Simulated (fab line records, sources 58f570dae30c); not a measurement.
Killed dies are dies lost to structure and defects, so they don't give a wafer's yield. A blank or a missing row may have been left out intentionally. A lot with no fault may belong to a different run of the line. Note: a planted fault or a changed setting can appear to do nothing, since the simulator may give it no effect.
What tool caused it? / flow berkeleyCmos170 / Sampling: 14 lots, 42 wafers, 5 of 331 route steps

WHAT THE GAUGES READ, wafer by wafer
UCB170_M2_CD_MEAS_15: target cd 700 nm.
lot=L417; measured=day 8 01:31; on=cdSem-01; cdNm (nm)=700.6 700.2 700.0
lot=L418; measured=day 8 01:58; on=cdSem-02; cdNm (nm)=699.2 699.2 700.4
lot=L416; measured=day 8 02:16; on=cdSem-01; cdNm (nm)=698.9 702.6 701.7
lot=L421; measured=day 9 03:26; on=cdSem-01; cdNm (nm)=810.8 810.5 809.8
lot=L427; measured=day 10 03:08; on=cdSem-02; cdNm (nm)=792.1 791.8 791.5
lot=L426; measured=day 10 03:09; on=cdSem-01; cdNm (nm)=700.1 698.5 698.8
lot=L430; measured=day 10 21:53; on=cdSem-01; cdNm (nm)=696.7 698.2 697.5
lot=L431; measured=day 10 22:28; on=cdSem-01; cdNm (nm)=698.2 697.3 697.4
lot=L429; measured=day 10 23:02; on=cdSem-01; cdNm (nm)=699.5 700.0 699.2
lot=L433; measured=day 11 04:19; on=cdSem-01; cdNm (nm)=698.4 699.1 697.3
lot=L432; measured=day 11 04:49; on=cdSem-02; cdNm (nm)=701.6 703.1 699.9
lot=L434; measured=day 11 12:19; on=cdSem-01; cdNm (nm)=700.4 700.5 699.8
lot=L436; measured=day 11 12:58; on=cdSem-01; cdNm (nm)=697.3 697.8 697.3
lot=L438; measured=day 12 03:44; on=cdSem-02; cdNm (nm)=700.9 701.2 699.6

UCB170_V2_OVL_MEAS_13.
lot=L417; measured=day 8 04:11; on=overlay-01; V2_OVL (nm)=-9 -5 1
lot=L418; measured=day 8 04:33; on=overlay-01; V2_OVL (nm)=6 2 0
lot=L416; measured=day 8 05:17; on=overlay-02; V2_OVL (nm)=14 7 8
lot=L421; measured=day 9 06:03; on=overlay-02; V2_OVL (nm)=1 8 -3
lot=L427; measured=day 10 07:08; on=overlay-01; V2_OVL (nm)=-5 3 -2
lot=L426; measured=day 10 07:01; on=overlay-01; V2_OVL (nm)=7 -5 0
lot=L430; measured=day 11 00:38; on=overlay-02; V2_OVL (nm)=-10 -8 -6
lot=L431; measured=day 11 01:46; on=overlay-01; V2_OVL (nm)=7 -3 0
lot=L429; measured=day 11 02:19; on=overlay-02; V2_OVL (nm)=-3 -6 -1
lot=L433; measured=day 11 08:32; on=overlay-01; V2_OVL (nm)=-3 -10 -5
lot=L432; measured=day 11 08:43; on=overlay-02; V2_OVL (nm)=-6 -2 -15
lot=L434; measured=day 11 16:26; on=overlay-02; V2_OVL (nm)=-1 7 2
lot=L436; measured=day 11 16:40; on=overlay-02; V2_OVL (nm)=1 -1 -4
lot=L438; measured=day 12 06:42; on=overlay-02; V2_OVL (nm)=8 0 2

WHAT TOOL EACH LOT RAN ON (gives the tool, then ch and the chambers of the sampled wafers, and finally the start)
lot=L417; UCB170_CONTACT_ETCH_17=rieDiel-04 ch 0,2, day 7 12:31; UCB170_M2_STRIP_07=plasmaAsher-01 ch 0,1, day 7 23:47; UCB170_M2_PEB_13=lithoTrack-02 ch 0, day 8 01:14
lot=L418; UCB170_CONTACT_ETCH_17=rieDiel-01 ch 0,2,3, day 7 12:47; UCB170_M2_STRIP_07=plasmaAsher-04 ch 0,1, day 8 00:02; UCB170_M2_PEB_13=lithoTrack-04 ch 0, day 8 01:41
lot=L416; UCB170_CONTACT_ETCH_17=rieDiel-01 ch 1,2, day 7 13:31; UCB170_M2_STRIP_07=plasmaAsher-03 ch 0,1, day 8 00:31; UCB170_M2_PEB_13=lithoTrack-04 ch 0, day 8 01:59
lot=L421; UCB170_CONTACT_ETCH_17=rieDiel-03 ch 0,1,2, day 8 13:56; UCB170_M2_STRIP_07=plasmaAsher-04 ch 0,1, day 9 01:44; UCB170_M2_PEB_13=lithoTrack-02 ch 0, day 9 03:10
lot=L427; UCB170_CONTACT_ETCH_17=rieDiel-04 ch 0,3, day 9 09:29; UCB170_M2_STRIP_07=plasmaAsher-01 ch 0,1, day 9 22:46; UCB170_M2_PEB_13=lithoTrack-02 ch 0, day 10 02:52
lot=L426; UCB170_CONTACT_ETCH_17=rieDiel-04 ch 0,1,3, day 9 10:43; UCB170_M2_STRIP_07=plasmaAsher-04 ch 0,1, day 9 22:20; UCB170_M2_PEB_13=lithoTrack-01 ch 0, day 10 02:53
lot=L430; UCB170_CONTACT_ETCH_17=rieDiel-04 ch 0,1, day 10 06:20; UCB170_M2_STRIP_07=plasmaAsher-01 ch 0,1, day 10 19:40; UCB170_M2_PEB_13=lithoTrack-04 ch 0, day 10 21:37
lot=L431; UCB170_CONTACT_ETCH_17=rieDiel-03 ch 0,3, day 10 09:00; UCB170_M2_STRIP_07=plasmaAsher-03 ch 0,1, day 10 20:34; UCB170_M2_PEB_13=lithoTrack-01 ch 0, day 10 22:12
lot=L429; UCB170_CONTACT_ETCH_17=rieDiel-03 ch 1,2,3, day 10 09:51; UCB170_M2_STRIP_07=plasmaAsher-01 ch 0,1, day 10 21:07; UCB170_M2_PEB_13=lithoTrack-04 ch 0, day 10 22:46
lot=L433; UCB170_CONTACT_ETCH_17=rieDiel-01 ch 0,1,3, day 10 15:28; UCB170_M2_STRIP_07=plasmaAsher-04 ch 0,1, day 11 02:35; UCB170_M2_PEB_13=lithoTrack-01 ch 0, day 11 04:04
lot=L432; UCB170_CONTACT_ETCH_17=rieDiel-04 ch 0,1,2, day 10 16:02; UCB170_M2_STRIP_07=plasmaAsher-03 ch 0,1, day 11 02:49; UCB170_M2_PEB_13=lithoTrack-04 ch 0, day 11 04:28
lot=L434; UCB170_CONTACT_ETCH_17=rieDiel-03 ch 0,2, day 10 22:11; UCB170_M2_STRIP_07=plasmaAsher-01 ch 0,1, day 11 10:18; UCB170_M2_PEB_13=lithoTrack-04 ch 0, day 11 12:02
lot=L436; UCB170_CONTACT_ETCH_17=rieDiel-01 ch 1,2, day 10 23:26; UCB170_M2_STRIP_07=plasmaAsher-04 ch 0,1, day 11 10:33; UCB170_M2_PEB_13=lithoTrack-04 ch 0, day 11 12:40
lot=L438; UCB170_CONTACT_ETCH_17=rieDiel-04 ch 0,1, day 11 16:25; UCB170_M2_STRIP_07=plasmaAsher-01 ch 0,1, day 12 02:16; UCB170_M2_PEB_13=lithoTrack-01 ch 0, day 12 03:28
- UCB170_CONTACT_ETCH_17: etches BARC in N2/H2.
- UCB170_M2_STRIP_07: strips in O2.
- UCB170_M2_PEB_13

AS READ BY THE TOOLS THEMSELVES (means over the sampled wafers that have a number; for cases with no such wafer, the mark the record gives instead)
UCB170_CONTACT_ETCH_17.
lot=L417; tool=rieDiel-04; drypumpMotorCurrentA (A)=5.4; oesProductAu (a.u.)=0.988; throttleValvePct (%)=13.41
lot=L418; tool=rieDiel-01; drypumpMotorCurrentA (A)=5.5; oesProductAu (a.u.)=1.000; throttleValvePct (%)=13.19
lot=L416; tool=rieDiel-01; drypumpMotorCurrentA (A)=5.6; oesProductAu (a.u.)=0.995; throttleValvePct (%)=13.24
lot=L421; tool=rieDiel-03; drypumpMotorCurrentA (A)=5.9; oesProductAu (a.u.)=1.017; throttleValvePct (%)=13.09
lot=L427; tool=rieDiel-04; drypumpMotorCurrentA (A)=5.6; oesProductAu (a.u.)=0.989; throttleValvePct (%)=13.46
lot=L426; tool=rieDiel-04; drypumpMotorCurrentA (A)=6.1; oesProductAu (a.u.)=1.002; throttleValvePct (%)=13.27
lot=L430; tool=rieDiel-04; drypumpMotorCurrentA (A)=5.8; oesProductAu (a.u.)=0.977; throttleValvePct (%)=13.35
lot=L431; tool=rieDiel-03; drypumpMotorCurrentA (A)=6.4; oesProductAu (a.u.)=1.009; throttleValvePct (%)=12.95
lot=L429; tool=rieDiel-03; drypumpMotorCurrentA (A)=5.6; oesProductAu (a.u.)=1.005; throttleValvePct (%)=13.10
lot=L433; tool=rieDiel-01; drypumpMotorCurrentA (A)=5.7; oesProductAu (a.u.)=0.994; throttleValvePct (%)=13.24
lot=L432; tool=rieDiel-04; drypumpMotorCurrentA (A)=5.9; oesProductAu (a.u.)=0.995; throttleValvePct (%)=13.24
lot=L434; tool=rieDiel-03; drypumpMotorCurrentA (A)=6.3; oesProductAu (a.u.)=1.019; throttleValvePct (%)=13.04
lot=L436; tool=rieDiel-01; drypumpMotorCurrentA (A)=5.4; oesProductAu (a.u.)=1.000; throttleValvePct (%)=13.19
lot=L438; tool=rieDiel-04; drypumpMotorCurrentA (A)=5.8; oesProductAu (a.u.)=0.975; throttleValvePct (%)=13.35

UCB170_M2_STRIP_07.
lot=L417; tool=plasmaAsher-01; drypumpMotorCurrentA (A)=5.5; oesProductAu (a.u.)=0.737; stripTimeToEndpointS (s)=22.04
lot=L418; tool=plasmaAsher-04; drypumpMotorCurrentA (A)=6.3; oesProductAu (a.u.)=0.735; stripTimeToEndpointS (s)=22.02
lot=L416; tool=plasmaAsher-03; drypumpMotorCurrentA (A)=5.5; oesProductAu (a.u.)=0.737; stripTimeToEndpointS (s)=22.04
lot=L421; tool=plasmaAsher-04; drypumpMotorCurrentA (A)=6.2; oesProductAu (a.u.)=0.739; stripTimeToEndpointS (s)=22.04
lot=L427; tool=plasmaAsher-01; drypumpMotorCurrentA (A)=5.4; oesProductAu (a.u.)=0.732; stripTimeToEndpointS (s)=21.89
lot=L426; tool=plasmaAsher-04; drypumpMotorCurrentA (A)=6.3; oesProductAu (a.u.)=0.736; stripTimeToEndpointS (s)=21.95
lot=L430; tool=plasmaAsher-01; drypumpMotorCurrentA (A)=5.3; oesProductAu (a.u.)=0.734; stripTimeToEndpointS (s)=21.98
lot=L431; tool=plasmaAsher-03; drypumpMotorCurrentA (A)=5.5; oesProductAu (a.u.)=0.737; stripTimeToEndpointS (s)=22.06
lot=L429; tool=plasmaAsher-01; drypumpMotorCurrentA (A)=5.4; oesProductAu (a.u.)=0.735; stripTimeToEndpointS (s)=22.01
lot=L433; tool=plasmaAsher-04; drypumpMotorCurrentA (A)=6.2; oesProductAu (a.u.)=0.739; stripTimeToEndpointS (s)=21.99
lot=L432; tool=plasmaAsher-03; drypumpMotorCurrentA (A)=5.5; oesProductAu (a.u.)=0.737; stripTimeToEndpointS (s)=22.06
lot=L434; tool=plasmaAsher-01; drypumpMotorCurrentA (A)=5.3; oesProductAu (a.u.)=0.736; stripTimeToEndpointS (s)=22.00
lot=L436; tool=plasmaAsher-04; drypumpMotorCurrentA (A)=6.2; oesProductAu (a.u.)=0.734; stripTimeToEndpointS (s)=21.92
lot=L438; tool=plasmaAsher-01; drypumpMotorCurrentA (A)=5.5; oesProductAu (a.u.)=0.734; stripTimeToEndpointS (s)=22.01

UCB170_M2_PEB_13.
lot=L417; tool=lithoTrack-02; heaterPowerTotalW (W)=56.78; plateTempC (C)=130.10
lot=L418; tool=lithoTrack-04; heaterPowerTotalW (W)=56.84; plateTempC (C)=129.98
lot=L416; tool=lithoTrack-04; heaterPowerTotalW (W)=56.76; plateTempC (C)=130.00
lot=L421; tool=lithoTrack-02; heaterPowerTotalW (W)=50.66; plateTempC (C)=119.16
lot=L427; tool=lithoTrack-02; heaterPowerTotalW (W)=50.66; plateTempC (C)=119.16
lot=L426; tool=lithoTrack-01; heaterPowerTotalW (W)=56.81; plateTempC (C)=129.96
lot=L430; tool=lithoTrack-04; heaterPowerTotalW (W)=56.77; plateTempC (C)=129.95
lot=L431; tool=lithoTrack-01; heaterPowerTotalW (W)=56.78; plateTempC (C)=129.96
lot=L429; tool=lithoTrack-04; heaterPowerTotalW (W)=56.80; plateTempC (C)=130.01
lot=L433; tool=lithoTrack-01; heaterPowerTotalW (W)=56.82; plateTempC (C)=130.10
lot=L432; tool=lithoTrack-04; heaterPowerTotalW (W)=56.82; plateTempC (C)=129.93
lot=L434; tool=lithoTrack-04; heaterPowerTotalW (W)=56.83; plateTempC (C)=130.07
lot=L436; tool=lithoTrack-04; heaterPowerTotalW (W)=56.79; plateTempC (C)=130.07
lot=L438; tool=lithoTrack-01; heaterPowerTotalW (W)=56.81; plateTempC (C)=129.75

THE ANSWER, worked out from the rows above alone
Rule: usual is defined by the lots themselves. Put in order of their means at a reading, lots are off if they are a third of the lots or fewer, leave a main group of 4 or more, and stand apart from it by a gap of 3 or more times the standard deviation of the main group's means; of several such gaps the widest counts. If all means in a main group match to the digits the tables above print for the reading, that group is not used. A lot without any number at a reading at which 4 lots or more have one is off too. All remaining lots with rows at the step are treated as sound. First the gauges in route order, then the tools' own readings, where a lot's mean is used as printed above. At the first step where some lot is off, the reading lying furthest off is the one used; lots without a number count as furthest.
Off: L421, L427, at UCB170_M2_CD_MEAS_15 (cdNm). The main group: mean 699.4 nm, standard deviation 1.4.
A tool fits if, at a process step before that reading, it ran every lot that is off, and no sound lot after the first of them. The gauges at UCB170_M2_CD_MEAS_15 aren't tried: what is off there is off at UCB170_M2_PEB_13 too, on other tools, and a gauge's error can't cause that. One fits: UCB170_M2_PEB_13 on lithoTrack-02. Its last sound lot is L417 (day 8 01:14), its first lot that is off L421 (day 9 03:10): a fault that began between those two fits.
The tool's own readings at UCB170_M2_PEB_13 bear it out: on the lots that are off they differ by more than 5 times the standard deviation of the sound lots' means. heaterPowerTotalW reads 50.66 W there against 56.80 W on the sound lots; plateTempC reads 119.16 C there against 129.99 C on the sound lots.

WHAT WAS PUT IN BY THE SIMULATOR
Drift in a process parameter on lithoTrack-02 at UCB170_M2_PEB_13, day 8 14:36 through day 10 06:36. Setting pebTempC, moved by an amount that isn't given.
Lots struck among those shown: L421, L427. The rule above found the same.
